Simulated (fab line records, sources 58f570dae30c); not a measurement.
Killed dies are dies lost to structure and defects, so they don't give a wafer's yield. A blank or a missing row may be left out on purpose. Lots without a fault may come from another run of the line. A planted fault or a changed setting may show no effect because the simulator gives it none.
Which tool did it? | flow berkeley_cmos170 | 14 lots, 42 wafers sampled, at 6 steps of a route of 331

WHAT THE GAUGES READ, wafer by wafer
UCB170_NWELL_THK_MEAS_05.
lot  | measured    | on            | NWELL_NITRIDE_THK (nm)
L500 | day 2 01:59 | film_metro-02 | 223.8 223.2 225.2
L501 | day 2 10:39 | film_metro-02 | 219.7 222.7 221.5
L502 | day 2 20:28 | film_metro-03 | 225.2 223.5 225.1
L503 | day 2 23:51 | film_metro-04 | 223.3 225.4 224.4
L504 | day 2 23:51 | film_metro-02 | 222.3 220.4 222.1
L505 | day 3 10:29 | film_metro-02 | 224.6 227.0 224.9
L506 | day 3 14:32 | film_metro-02 | 223.2 224.4 221.0
L507 | day 3 14:32 | film_metro-04 | 223.9 222.8 223.7
L508 | day 3 18:36 | film_metro-03 | 222.2 222.0 224.5
L511 | day 4 12:03 | film_metro-03 | 222.8 225.2 225.1
L516 | day 5 11:14 | film_metro-02 | 225.9 225.6 225.4
L518 | day 5 22:35 | film_metro-03 | 256.1 252.9 254.7
L519 | day 6 02:25 | film_metro-04 | 256.6 255.3 254.4
L522 | day 6 19:41 | film_metro-03 | 222.9 224.1 222.5

UCB170_SACOX_THK_MEAS_02.
lot  | measured    | on            | SACOX_OXIDE_THK (nm)
L500 | day 4 17:04 | film_metro-04 | 13.8 14.0 13.9
L501 | day 5 04:02 | film_metro-02 | 14.0 14.2 14.2
L502 | day 5 14:01 | film_metro-04 | 14.0 14.2 13.8
L503 | day 5 13:58 | film_metro-02 | 14.6 14.6 14.5
L504 | day 5 13:58 | film_metro-01 | 14.3 14.2 14.3
L505 | day 6 03:08 | film_metro-04 | 14.7 14.4 14.6
L506 | day 6 03:05 | film_metro-01 | 14.0 14.1 14.1
L507 | day 6 03:08 | film_metro-01 | 14.0 14.2 14.3
L508 | day 6 03:06 | film_metro-04 | 14.9 14.7 14.7
L511 | day 7 05:12 | film_metro-01 | 14.2 14.5 14.0
L516 | day 8 14:00 | film_metro-02 | 14.6 14.5 14.9
L522 | day 9 19:47 | film_metro-02 | 14.7 14.8 14.7

WHICH TOOL RAN EACH LOT (tool, then ch and the chambers of the sampled wafers, then the start)
lot  | UCB170_NWELL_CVD_04        | UCB170_NWELL_ETCH_13              | UCB170_NWELL_STRIP_15               | UCB170_ACTIVE_STRIP_16
L500 | lpcvd-01 ch 1, day 2 00:04 | rie_diel-01 ch 1,2, day 2 03:08   | plasma_asher-03 ch 0,1, day 2 03:23 | plasma_asher-04 ch 0,1, day 3 21:37
L501 | lpcvd-02 ch 1, day 2 08:43 | rie_diel-01 ch 0,1, day 2 11:42   | plasma_asher-02 ch 0,1, day 2 11:58 | plasma_asher-04 ch 0,1, day 4 06:34
L502 | lpcvd-01 ch 1, day 2 18:32 | rie_diel-02 ch 0,2,3, day 2 22:13 | plasma_asher-02 ch 0,1, day 2 22:29 | plasma_asher-02 ch 0,1, day 4 20:24
L503 | lpcvd-02 ch 0, day 2 21:55 | rie_diel-04 ch 1,2, day 3 00:47   | plasma_asher-01 ch 0,1, day 3 01:02 | plasma_asher-04 ch 0,1, day 4 20:00
L504 | lpcvd-02 ch 0, day 2 21:55 | rie_diel-01 ch 0,2,3, day 3 01:02 | plasma_asher-02 ch 0,1, day 3 01:17 | plasma_asher-03 ch 0,1, day 4 20:41
L505 | lpcvd-01 ch 0, day 3 08:34 | rie_diel-04 ch 1,2,3, day 3 11:27 | plasma_asher-03 ch 0,1, day 3 11:42 | plasma_asher-02 ch 0,1, day 5 09:17
L506 | lpcvd-01 ch 1, day 3 12:37 | rie_diel-02 ch 0,3, day 3 15:45   | plasma_asher-01 ch 0,1, day 3 16:00 | plasma_asher-03 ch 0,1, day 5 08:46
L507 | lpcvd-01 ch 1, day 3 12:37 | rie_diel-04 ch 0,1,3, day 3 16:16 | plasma_asher-02 ch 0,1, day 3 16:31 | plasma_asher-03 ch 0,1, day 5 09:24
L508 | lpcvd-02 ch 0, day 3 16:38 | rie_diel-04 ch 1,3, day 3 19:31   | plasma_asher-01 ch 0,1, day 3 19:48 | plasma_asher-04 ch 0,1, day 5 09:33
L511 | lpcvd-01 ch 0, day 4 10:07 | rie_diel-02 ch 0,1,2, day 4 13:07 | plasma_asher-02 ch 0,1, day 4 13:22 | plasma_asher-02 ch 0,1, day 6 08:47
L516 | lpcvd-01 ch 1, day 5 09:17 | rie_diel-04 ch 0,2, day 5 12:43   | plasma_asher-01 ch 0,1, day 5 12:58 | plasma_asher-04 ch 0,1, day 7 14:32
L518 | lpcvd-01 ch 0, day 5 20:38 | rie_diel-04 ch 0,2, day 5 23:56   | plasma_asher-02 ch 0,1, day 6 00:11 | -
L519 | lpcvd-01 ch 1, day 6 00:28 | rie_diel-04 ch 1,3, day 6 04:00   | plasma_asher-02 ch 0,1, day 6 04:17 | -
L522 | lpcvd-02 ch 0, day 6 17:44 | rie_diel-04 ch 1,3, day 6 20:44   | plasma_asher-01 ch 0,1, day 6 20:59 | plasma_asher-03 ch 0,1, day 8 19:58
- UCB170_NWELL_CVD_04: deposits Si3N4 from SiH2Cl2/NH3, target thk 224 nm, time 3360 s.
- UCB170_NWELL_ETCH_13: etches Si3N4 in CH3F/Ar/O2, stops on SiO2, target depth 246.4 nm, time 154 s.
- UCB170_NWELL_STRIP_15: strips in O2.
- UCB170_ACTIVE_STRIP_16: strips in O2.

WHAT THE TOOLS THEMSELVES READ (means of the sampled wafers that have a number; where no wafer has one, the mark that the record gives instead)
UCB170_NWELL_CVD_04.
lot  | tool     | nh3_flow_sccm (sccm) | sih2cl2_flow_sccm (sccm)
L500 | lpcvd-01 | 74.69                | 25.01
L501 | lpcvd-02 | 75.01                | 24.98
L502 | lpcvd-01 | 75.11                | 25.12
L503 | lpcvd-02 | 75.11                | 24.90
L504 | lpcvd-02 | 75.05                | 25.00
L505 | lpcvd-01 | 75.23                | 25.01
L506 | lpcvd-01 | 74.95                | 25.08
L507 | lpcvd-01 | 75.13                | 25.01
L508 | lpcvd-02 | 74.98                | 25.06
L511 | lpcvd-01 | 75.05                | 25.03
L516 | lpcvd-01 | 74.88                | 24.90
L518 | lpcvd-01 | 74.90                | 37.50
L519 | lpcvd-01 | 74.89                | 37.57
L522 | lpcvd-02 | 74.95                | 24.89

UCB170_NWELL_ETCH_13.
lot  | tool        | drypump_motor_current_A (A) | oes_product_au (a.u.) | throttle_valve_pct (%)
L500 | rie_diel-01 | 6.0                         | 0.942                 | 7.97
L501 | rie_diel-01 | 5.7                         | 0.926                 | 8.17
L502 | rie_diel-02 | 6.0                         | 0.931                 | 8.01
L503 | rie_diel-04 | 5.8                         | 0.943                 | 7.98
L504 | rie_diel-01 | 6.2                         | 0.926                 | 8.07
L505 | rie_diel-04 | 5.7                         | 0.940                 | 7.98
L506 | rie_diel-02 | 6.3                         | 0.934                 | 7.94
L507 | rie_diel-04 | 5.9                         | 0.938                 | 8.08
L508 | rie_diel-04 | 5.5                         | 0.941                 | 8.00
L511 | rie_diel-02 | 6.2                         | 0.937                 | 8.04
L516 | rie_diel-04 | 6.2                         | 0.944                 | 7.99
L518 | rie_diel-04 | 6.2                         | 1.000                 | 7.98
L519 | rie_diel-04 | 5.5                         | 0.998                 | 8.01
L522 | rie_diel-04 | 5.5                         | 0.936                 | 7.99

UCB170_NWELL_STRIP_15.
lot  | tool            | drypump_motor_current_A (A) | oes_product_au (a.u.) | strip_time_to_endpoint_s (s)
L500 | plasma_asher-03 | 5.6                         | 0.722                 | 17.94
L501 | plasma_asher-02 | 6.2                         | 0.719                 | 18.10
L502 | plasma_asher-02 | 6.1                         | 0.724                 | 18.05
L503 | plasma_asher-01 | 6.2                         | 0.719                 | 17.98
L504 | plasma_asher-02 | 6.2                         | 0.719                 | 17.98
L505 | plasma_asher-03 | 5.6                         | 0.722                 | 18.02
L506 | plasma_asher-01 | 5.7                         | 0.721                 | 18.08
L507 | plasma_asher-02 | 6.0                         | 0.723                 | 18.14
L508 | plasma_asher-01 | 6.2                         | 0.714                 | 18.06
L511 | plasma_asher-02 | 6.0                         | 0.715                 | 18.10
L516 | plasma_asher-01 | 5.7                         | 0.718                 | 18.04
L518 | plasma_asher-02 | 6.0                         | 0.715                 | 18.03
L519 | plasma_asher-02 | 6.2                         | 0.718                 | 18.05
L522 | plasma_asher-01 | 6.2                         | 0.720                 | 18.04

UCB170_ACTIVE_STRIP_16.
lot  | tool            | drypump_motor_current_A (A) | oes_product_au (a.u.) | strip_time_to_endpoint_s (s)
L500 | plasma_asher-04 | 5.2                         | 0.719                 | 18.10
L501 | plasma_asher-04 | 5.2                         | 0.724                 | 18.18
L502 | plasma_asher-02 | 6.0                         | 0.717                 | 18.20
L503 | plasma_asher-04 | 5.1                         | 0.720                 | 18.22
L504 | plasma_asher-03 | 5.6                         | 0.723                 | 18.15
L505 | plasma_asher-02 | 6.1                         | 0.726                 | 18.09
L506 | plasma_asher-03 | 5.6                         | 0.723                 | 18.08
L507 | plasma_asher-03 | 5.6                         | 0.715                 | 18.12
L508 | plasma_asher-04 | 5.1                         | 0.721                 | 18.15
L511 | plasma_asher-02 | 6.1                         | 0.718                 | 18.22
L516 | plasma_asher-04 | 5.2                         | 0.721                 | 18.15
L522 | plasma_asher-03 | 5.6                         | 0.720                 | 18.19

THE ANSWER, worked out from the rows above alone
Rule: what is usual is taken from the lots themselves. Put in order of their means at a reading, lots are off if they are a third of the lots or fewer, leave a main group of 4 or more, and stand apart from it by a gap of 3 or more times the standard deviation of the main group's means; of several such gaps the widest counts. A main group whose means are all the same, to the digits that the tables above print for the reading, isn't used. A lot without any number at a reading at which 4 lots or more have one is off too. The other lots that the step has rows for count as sound. The gauges are gone through in route order, then the tools' own readings, and for those a lot's mean is taken as printed above. The first step at which some lot is off is used, and at that step the reading that is off furthest; a lot without a number counts as furthest.
Off: L518, L519, at UCB170_NWELL_THK_MEAS_05 (NWELL_NITRIDE_THK). The main group: mean 223.7 nm, standard deviation 1.3.
A tool fits if, at a process step before that reading, it ran every lot that is off, and no sound lot after the first of them. The gauges at UCB170_NWELL_THK_MEAS_05 aren't tried: what is off there is off at UCB170_NWELL_CVD_04 too, on other tools, and a gauge's error can't cause that. One fits: lpcvd-01 at UCB170_NWELL_CVD_04. Its last sound lot is L516 (day 5 09:17), its first lot that is off L518 (day 5 20:38): a fault that began between those two fits.
The tool's own readings at UCB170_NWELL_CVD_04 bear it out: on the lots that are off they differ by more than 5 times the standard deviation of the sound lots' means. sih2cl2_flow_sccm reads 37.53 sccm there against 25.00 sccm on the sound lots.

WHAT THE SIMULATOR HAD PUT IN
Process parameter drift: lpcvd-01, from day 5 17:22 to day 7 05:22, at UCB170_NWELL_CVD_04. Setting sih2cl2_flow_sccm, moved by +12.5, from 25. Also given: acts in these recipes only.
Lots struck among those shown: L518, L519. The rule above found the same.
